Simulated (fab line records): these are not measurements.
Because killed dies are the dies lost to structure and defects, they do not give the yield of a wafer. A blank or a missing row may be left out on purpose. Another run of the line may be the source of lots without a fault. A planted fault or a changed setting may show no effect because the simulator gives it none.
fab line records / flow berkeley_cmos170
record: lots: 5 wafers: 27
route steps=331 shown M3@327
start_h: the number of hours between the record's first day and the start of the first shown wafer of the lot / wait_h: hours elapsed since this lot's preceding step / " as in the row above / L1.1+2: a row that stands for several wafers / - no value, or no start was given / * or withheld: withheld / < > ~ a bound
route shown NAME@n: NAME is a module with steps in the file, n the number in the route of the first one / usual: the fault-free wafers' mean and standard deviation / same: alike in all rows / chamber/n: place in a boat / sites: the reading at each site / _std_site: standard deviation of those values / _edge_site: inner sites' mean taken away from outer sites' mean / radius_mm: how far each site lies from the wafer's centre / mask NAME#n: copy n / behind: the last tool/chamber to shape the wafer / hold: why the lot went on hold/how many hours it stayed there/how the hold came to an end / device: which transistor (n, p or np) failed to switch / end of line: tests of these same wafers at the route's end / step lacking rows: just its recipe / killed: not the wafer's yield, but the dies lost to structure and defects at the first sort / map: the dies of a wafer, with x for killed, . for not killed, _ for no die there
set.NAME: the setting that was run; set.NAME@STEP: the one run at that earlier step / model.NAME: the simulator's own value behind a step, which no gauge read
lots where settings were altered on purpose, with a table for each step and a row for each wafer
== steps ==
step: UCB170_M3_METAL_ETCH_18
recipe: chemistry: Cl2/BCl3 target: Al stop_on: SiO2 pressure_mtorr: 12 target_depth_a: 11700 over_etch_frac: 0.3 time_s: 195 icp_w: 600 bias_w: 120 Cl2_flow_sccm: 90 bcl3_flow_sccm: 45
usual: oes_product_au: 0.843/0.017
lot.wafer=L074.1 tool=rie_metal-03 chamber=0 start_h=157.31 wait_h=- set.target_depth_a=11700 oes_product_au=0.860 model.KrF_of_M3_COAT_10.thk_nm=206.1 model.M3.feature_depth_nm=953.4 model.etch.depth_nm=895.2
lot.wafer=L074.2 tool=rie_metal-03 chamber=1 start_h=157.31 wait_h=- set.target_depth_a=6657 oes_product_au=1.000 model.KrF_of_M3_COAT_10.thk_nm=495.3 model.M3.feature_depth_nm=673.5 model.etch.depth_nm=673.5
lot.wafer=L074.3 tool=rie_metal-03 chamber=0 start_h=157.31 wait_h=- set.target_depth_a=11700 oes_product_au=0.862 model.KrF_of_M3_COAT_10.thk_nm=198.9 model.M3.feature_depth_nm=952 model.etch.depth_nm=893.9
lot.wafer=L074.4 tool=rie_metal-03 chamber=1 start_h=157.31 wait_h=- set.target_depth_a=11700 oes_product_au=0.845 model.KrF_of_M3_COAT_10.thk_nm=195 model.M3.feature_depth_nm=955.4 model.etch.depth_nm=897.9
lot.wafer=L074.5 tool=rie_metal-03 chamber=1 start_h=157.31 wait_h=- set.target_depth_a=6657 oes_product_au=0.990 model.KrF_of_M3_COAT_10.thk_nm=497.5 model.M3.feature_depth_nm=673.6 model.etch.depth_nm=673.6
lot.wafer=L074.6 tool=rie_metal-03 chamber=0 start_h=157.31 wait_h=- set.target_depth_a=6657 oes_product_au=1.019 model.KrF_of_M3_COAT_10.thk_nm=496.9 model.M3.feature_depth_nm=675.6 model.etch.depth_nm=675.6
lot.wafer=L077.1 tool=rie_metal-02 chamber=1 start_h=177.59 wait_h=- set.target_depth_a=11700 oes_product_au=0.826 model.KrF_of_M3_COAT_10.thk_nm=210.8 model.M3.feature_depth_nm=941.4 model.etch.depth_nm=884.4
lot.wafer=L077.2 tool=rie_metal-02 chamber=0 start_h=177.59 wait_h=- set.target_depth_a=11700 oes_product_au=0.837 model.KrF_of_M3_COAT_10.thk_nm=212.3 model.M3.feature_depth_nm=946.5 model.etch.depth_nm=890.2
lot.wafer=L077.3 tool=rie_metal-02 chamber=0 start_h=177.59 wait_h=- set.target_depth_a=15710 oes_product_au=0.706 model.KrF_of_M3_COAT_10.thk_nm=0 model.M3.feature_depth_nm=967.1 model.etch.depth_nm=887.2
lot.wafer=L077.4 tool=rie_metal-02 chamber=1 start_h=177.59 wait_h=- set.target_depth_a=15710 oes_product_au=0.708 model.KrF_of_M3_COAT_10.thk_nm=0 model.M3.feature_depth_nm=959.7 model.etch.depth_nm=879
lot.wafer=L077.5 tool=rie_metal-02 chamber=0 start_h=177.59 wait_h=- set.target_depth_a=15710 oes_product_au=0.713 model.KrF_of_M3_COAT_10.thk_nm=0 model.M3.feature_depth_nm=963.6 model.etch.depth_nm=884
lot.wafer=L077.6 tool=rie_metal-02 chamber=1 start_h=177.59 wait_h=- set.target_depth_a=11700 oes_product_au=0.811 model.KrF_of_M3_COAT_10.thk_nm=202.5 model.M3.feature_depth_nm=930.6 model.etch.depth_nm=873.4
lot.wafer=L075.1 tool=rie_metal-02 chamber=1 start_h=181.37 wait_h=- set.target_depth_a=9580 oes_product_au=0.947 model.KrF_of_M3_COAT_10.thk_nm=330.7 model.M3.feature_depth_nm=946.9 model.etch.depth_nm=900.8
lot.wafer=L075.2 tool=rie_metal-02 chamber=0 start_h=181.37 wait_h=- set.target_depth_a=11700 oes_product_au=0.839 model.KrF_of_M3_COAT_10.thk_nm=211.6 model.M3.feature_depth_nm=964.6 model.etch.depth_nm=908.7
lot.wafer=L075.3 tool=rie_metal-02 chamber=1 start_h=181.37 wait_h=- set.target_depth_a=11700 oes_product_au=0.832 model.KrF_of_M3_COAT_10.thk_nm=202.1 model.M3.feature_depth_nm=966.4 model.etch.depth_nm=909.4
lot.wafer=L075.4 tool=rie_metal-02 chamber=0 start_h=181.37 wait_h=- set.target_depth_a=11700 oes_product_au=0.841 model.KrF_of_M3_COAT_10.thk_nm=215.7 model.M3.feature_depth_nm=970 model.etch.depth_nm=914.3
lot.wafer=L075.5 tool=rie_metal-02 chamber=1 start_h=181.37 wait_h=- set.target_depth_a=9580 oes_product_au=0.925 model.KrF_of_M3_COAT_10.thk_nm=331.1 model.M3.feature_depth_nm=940.8 model.etch.depth_nm=894.7
lot.wafer=L075.6 tool=rie_metal-02 chamber=0 start_h=181.37 wait_h=- set.target_depth_a=9580 oes_product_au=0.935 model.KrF_of_M3_COAT_10.thk_nm=332 model.M3.feature_depth_nm=941.4 model.etch.depth_nm=895.5
lot.wafer=L079.1 tool=rie_metal-02 chamber=1 start_h=199.84 wait_h=- set.target_depth_a=11700 oes_product_au=0.837 model.KrF_of_M3_COAT_10.thk_nm=199.1 model.M3.feature_depth_nm=963.1 model.etch.depth_nm=905.8
lot.wafer=L079.3 tool=rie_metal-02 chamber=1 start_h=199.84 wait_h=- set.target_depth_a=11700 oes_product_au=0.835 model.KrF_of_M3_COAT_10.thk_nm=205.4 model.M3.feature_depth_nm=958.8 model.etch.depth_nm=901.8
lot.wafer=L079.6 tool=rie_metal-02 chamber=0 start_h=199.84 wait_h=- set.target_depth_a=11700 oes_product_au=0.837 model.KrF_of_M3_COAT_10.thk_nm=208.6 model.M3.feature_depth_nm=959.2 model.etch.depth_nm=902.9
lot.wafer=L083.1 tool=rie_metal-03 chamber=0 start_h=212.76 wait_h=- set.target_depth_a=11700 oes_product_au=0.866 model.KrF_of_M3_COAT_10.thk_nm=208.5 model.M3.feature_depth_nm=957.1 model.etch.depth_nm=899
lot.wafer=L083.2 tool=rie_metal-03 chamber=1 start_h=212.76 wait_h=- set.target_depth_a=8663 oes_product_au=0.984 model.KrF_of_M3_COAT_10.thk_nm=379 model.M3.feature_depth_nm=870.8 model.etch.depth_nm=870.8
lot.wafer=L083.3 tool=rie_metal-03 chamber=1 start_h=212.76 wait_h=- set.target_depth_a=11700 oes_product_au=0.844 model.KrF_of_M3_COAT_10.thk_nm=205.2 model.M3.feature_depth_nm=955.2 model.etch.depth_nm=897.7
lot.wafer=L083.4 tool=rie_metal-03 chamber=0 start_h=212.76 wait_h=- set.target_depth_a=8663 oes_product_au=1.008 model.KrF_of_M3_COAT_10.thk_nm=385.3 model.M3.feature_depth_nm=869.9 model.etch.depth_nm=869.9
lot.wafer=L083.5 tool=rie_metal-03 chamber=1 start_h=212.76 wait_h=- set.target_depth_a=8663 oes_product_au=0.983 model.KrF_of_M3_COAT_10.thk_nm=378.5 model.M3.feature_depth_nm=875.5 model.etch.depth_nm=875.5
lot.wafer=L083.6 tool=rie_metal-03 chamber=0 start_h=212.76 wait_h=- set.target_depth_a=11700 oes_product_au=0.852 model.KrF_of_M3_COAT_10.thk_nm=199.1 model.M3.feature_depth_nm=954.6 model.etch.depth_nm=896.5
step: UCB170_M3_STRIP_19
recipe: chemistry: O2 power_w: 400 pressure_mtorr: 3500 platen_temp_c: withheld o2_flow_sccm: 400 overash_fraction: 0.5
usual: oes_product_au: 0.538/0.0079
lot.wafer=L074.1 tool=plasma_asher-04 chamber=0 start_h=157.50 wait_h=0.1 set.target_depth_a@M3_METAL_ETCH_18=11700 oes_product_au=0.537
lot.wafer=L074.2 tool=plasma_asher-04 chamber=1 start_h=157.50 wait_h=0.1 set.target_depth_a@M3_METAL_ETCH_18=6657 oes_product_au=0.719
lot.wafer=L074.3 tool=plasma_asher-04 chamber=1 start_h=157.50 wait_h=0.1 set.target_depth_a@M3_METAL_ETCH_18=11700 oes_product_au=0.535
lot.wafer=L074.4 tool=plasma_asher-04 chamber=0 start_h=157.50 wait_h=0.1 set.target_depth_a@M3_METAL_ETCH_18=11700 oes_product_au=0.519
lot.wafer=L074.5 tool=plasma_asher-04 chamber=0 start_h=157.50 wait_h=0.1 set.target_depth_a@M3_METAL_ETCH_18=6657 oes_product_au=0.718
lot.wafer=L074.6 tool=plasma_asher-04 chamber=1 start_h=157.50 wait_h=0.1 set.target_depth_a@M3_METAL_ETCH_18=6657 oes_product_au=0.719
lot.wafer=L077.1 tool=plasma_asher-04 chamber=0 start_h=177.77 wait_h=0.1 set.target_depth_a@M3_METAL_ETCH_18=11700 oes_product_au=0.542
lot.wafer=L077.2 tool=plasma_asher-04 chamber=1 start_h=177.77 wait_h=0.1 set.target_depth_a@M3_METAL_ETCH_18=11700 oes_product_au=0.547
lot.wafer=L077.3 tool=plasma_asher-04 chamber=0 start_h=177.77 wait_h=0.1 set.target_depth_a@M3_METAL_ETCH_18=15710 oes_product_au=0.317
lot.wafer=L077.4 tool=plasma_asher-04 chamber=1 start_h=177.77 wait_h=0.1 set.target_depth_a@M3_METAL_ETCH_18=15710 oes_product_au=0.326
lot.wafer=L077.5 tool=plasma_asher-04 chamber=1 start_h=177.77 wait_h=0.1 set.target_depth_a@M3_METAL_ETCH_18=15710 oes_product_au=0.315
lot.wafer=L077.6 tool=plasma_asher-04 chamber=0 start_h=177.77 wait_h=0.1 set.target_depth_a@M3_METAL_ETCH_18=11700 oes_product_au=0.528
lot.wafer=L075.1 tool=plasma_asher-03 chamber=1 start_h=181.56 wait_h=0.1 set.target_depth_a@M3_METAL_ETCH_18=9580 oes_product_au=0.660
lot.wafer=L075.2 tool=plasma_asher-03 chamber=0 start_h=181.56 wait_h=0.1 set.target_depth_a@M3_METAL_ETCH_18=11700 oes_product_au=0.540
lot.wafer=L075.3 tool=plasma_asher-03 chamber=1 start_h=181.56 wait_h=0.1 set.target_depth_a@M3_METAL_ETCH_18=11700 oes_product_au=0.529
lot.wafer=L075.4 tool=plasma_asher-03 chamber=0 start_h=181.56 wait_h=0.1 set.target_depth_a@M3_METAL_ETCH_18=11700 oes_product_au=0.542
lot.wafer=L075.5 tool=plasma_asher-03 chamber=1 start_h=181.56 wait_h=0.1 set.target_depth_a@M3_METAL_ETCH_18=9580 oes_product_au=0.668
lot.wafer=L075.6 tool=plasma_asher-03 chamber=0 start_h=181.56 wait_h=0.1 set.target_depth_a@M3_METAL_ETCH_18=9580 oes_product_au=0.670
lot.wafer=L079.1 tool=plasma_asher-04 chamber=1 start_h=200.03 wait_h=0.1 set.target_depth_a@M3_METAL_ETCH_18=11700 oes_product_au=0.529
lot.wafer=L079.3 tool=plasma_asher-04 chamber=1 start_h=200.03 wait_h=0.1 set.target_depth_a@M3_METAL_ETCH_18=11700 oes_product_au=0.542
lot.wafer=L079.6 tool=plasma_asher-04 chamber=0 start_h=200.03 wait_h=0.1 set.target_depth_a@M3_METAL_ETCH_18=11700 oes_product_au=0.536
lot.wafer=L083.1 tool=plasma_asher-03 chamber=1 start_h=212.94 wait_h=0.1 set.target_depth_a@M3_METAL_ETCH_18=11700 oes_product_au=0.531
lot.wafer=L083.2 tool=plasma_asher-03 chamber=0 start_h=212.94 wait_h=0.1 set.target_depth_a@M3_METAL_ETCH_18=8663 oes_product_au=0.709
lot.wafer=L083.3 tool=plasma_asher-03 chamber=0 start_h=212.94 wait_h=0.1 set.target_depth_a@M3_METAL_ETCH_18=11700 oes_product_au=0.539
lot.wafer=L083.4 tool=plasma_asher-03 chamber=1 start_h=212.94 wait_h=0.1 set.target_depth_a@M3_METAL_ETCH_18=8663 oes_product_au=0.714
lot.wafer=L083.5 tool=plasma_asher-03 chamber=0 start_h=212.94 wait_h=0.1 set.target_depth_a@M3_METAL_ETCH_18=8663 oes_product_au=0.720
lot.wafer=L083.6 tool=plasma_asher-03 chamber=1 start_h=212.94 wait_h=0.1 set.target_depth_a@M3_METAL_ETCH_18=11700 oes_product_au=0.528
step: UCB170_M3_CD_MEAS_90
recipe: target_cd_nm: 700
usual: cd_nm: 699.9/2.5
lot.wafer=L074.1 tool=cd_sem-02 chamber=- start_h=157.60 wait_h=0.1 set.target_depth_a@M3_METAL_ETCH_18=11700 cd_nm=701.7
lot.wafer=L074.2 tool=cd_sem-02 chamber=- start_h=157.60 wait_h=0.1 set.target_depth_a@M3_METAL_ETCH_18=6657 cd_nm=724.0
lot.wafer=L074.3 tool=cd_sem-02 chamber=- start_h=157.60 wait_h=0.1 set.target_depth_a@M3_METAL_ETCH_18=11700 cd_nm=701.3
lot.wafer=L074.4 tool=cd_sem-02 chamber=- start_h=157.60 wait_h=0.1 set.target_depth_a@M3_METAL_ETCH_18=11700 cd_nm=702.2
lot.wafer=L074.5 tool=cd_sem-02 chamber=- start_h=157.60 wait_h=0.1 set.target_depth_a@M3_METAL_ETCH_18=6657 cd_nm=722.2
lot.wafer=L074.6 tool=cd_sem-02 chamber=- start_h=157.60 wait_h=0.1 set.target_depth_a@M3_METAL_ETCH_18=6657 cd_nm=719.9
lot.wafer=L077.1 tool=cd_sem-01 chamber=- start_h=177.87 wait_h=0.1 set.target_depth_a@M3_METAL_ETCH_18=11700 cd_nm=704.2
lot.wafer=L077.2 tool=cd_sem-01 chamber=- start_h=177.87 wait_h=0.1 set.target_depth_a@M3_METAL_ETCH_18=11700 cd_nm=702.9
lot.wafer=L077.3 tool=cd_sem-01 chamber=- start_h=177.87 wait_h=0.1 set.target_depth_a@M3_METAL_ETCH_18=15710 cd_nm=687.8
lot.wafer=L077.4 tool=cd_sem-01 chamber=- start_h=177.87 wait_h=0.1 set.target_depth_a@M3_METAL_ETCH_18=15710 cd_nm=687.2
lot.wafer=L077.5 tool=cd_sem-01 chamber=- start_h=177.87 wait_h=0.1 set.target_depth_a@M3_METAL_ETCH_18=15710 cd_nm=688.1
lot.wafer=L077.6 tool=cd_sem-01 chamber=- start_h=177.87 wait_h=0.1 set.target_depth_a@M3_METAL_ETCH_18=11700 cd_nm=703.3
lot.wafer=L075.1 tool=cd_sem-01 chamber=- start_h=181.66 wait_h=0.1 set.target_depth_a@M3_METAL_ETCH_18=9580 cd_nm=710.0
lot.wafer=L075.2 tool=cd_sem-01 chamber=- start_h=181.66 wait_h=0.1 set.target_depth_a@M3_METAL_ETCH_18=11700 cd_nm=700.5
lot.wafer=L075.3 tool=cd_sem-01 chamber=- start_h=181.66 wait_h=0.1 set.target_depth_a@M3_METAL_ETCH_18=11700 cd_nm=701.7
lot.wafer=L075.4 tool=cd_sem-01 chamber=- start_h=181.66 wait_h=0.1 set.target_depth_a@M3_METAL_ETCH_18=11700 cd_nm=702.1
lot.wafer=L075.5 tool=cd_sem-01 chamber=- start_h=181.66 wait_h=0.1 set.target_depth_a@M3_METAL_ETCH_18=9580 cd_nm=711.0
lot.wafer=L075.6 tool=cd_sem-01 chamber=- start_h=181.66 wait_h=0.1 set.target_depth_a@M3_METAL_ETCH_18=9580 cd_nm=709.1
lot.wafer=L079.1 tool=cd_sem-02 chamber=- start_h=200.13 wait_h=0.1 set.target_depth_a@M3_METAL_ETCH_18=11700 cd_nm=697.1
lot.wafer=L079.3 tool=cd_sem-02 chamber=- start_h=200.13 wait_h=0.1 set.target_depth_a@M3_METAL_ETCH_18=11700 cd_nm=696.2
lot.wafer=L079.6 tool=cd_sem-02 chamber=- start_h=200.13 wait_h=0.1 set.target_depth_a@M3_METAL_ETCH_18=11700 cd_nm=700.3
lot.wafer=L083.1 tool=cd_sem-02 chamber=- start_h=213.04 wait_h=0.1 set.target_depth_a@M3_METAL_ETCH_18=11700 cd_nm=696.1
lot.wafer=L083.2 tool=cd_sem-02 chamber=- start_h=213.04 wait_h=0.1 set.target_depth_a@M3_METAL_ETCH_18=8663 cd_nm=709.4
lot.wafer=L083.3 tool=cd_sem-02 chamber=- start_h=213.04 wait_h=0.1 set.target_depth_a@M3_METAL_ETCH_18=11700 cd_nm=696.1
lot.wafer=L083.4 tool=cd_sem-02 chamber=- start_h=213.04 wait_h=0.1 set.target_depth_a@M3_METAL_ETCH_18=8663 cd_nm=708.1
lot.wafer=L083.5 tool=cd_sem-02 chamber=- start_h=213.04 wait_h=0.1 set.target_depth_a@M3_METAL_ETCH_18=8663 cd_nm=710.0
lot.wafer=L083.6 tool=cd_sem-02 chamber=- start_h=213.04 wait_h=0.1 set.target_depth_a@M3_METAL_ETCH_18=11700 cd_nm=699.3
== key ==
split: step: UCB170_M3_METAL_ETCH_18 setting: target_depth_a stated: 11700 by: wafer
response: step: UCB170_M3_METAL_ETCH_18 reading: oes_product_au change: -0.00389 per: 1% r: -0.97
response: step: UCB170_M3_METAL_ETCH_18 reading: model.KrF_of_M3_COAT_10.thk_nm change: -6.62 per: 1% r: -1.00
response: step: UCB170_M3_METAL_ETCH_18 reading: model.M3.feature_depth_nm shape: bent at_lowest: 674.2 at_stated: 955.2 at_highest: 963.5
response: step: UCB170_M3_METAL_ETCH_18 reading: model.etch.depth_nm shape: bent at_lowest: 674.2 at_stated: 898.1 at_highest: 883.4
response: step: UCB170_M3_STRIP_19 reading: oes_product_au change: -0.00563 per: 1% r: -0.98
response: step: UCB170_M3_CD_MEAS_90 reading: cd_nm change: -0.467 per: 1% r: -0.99
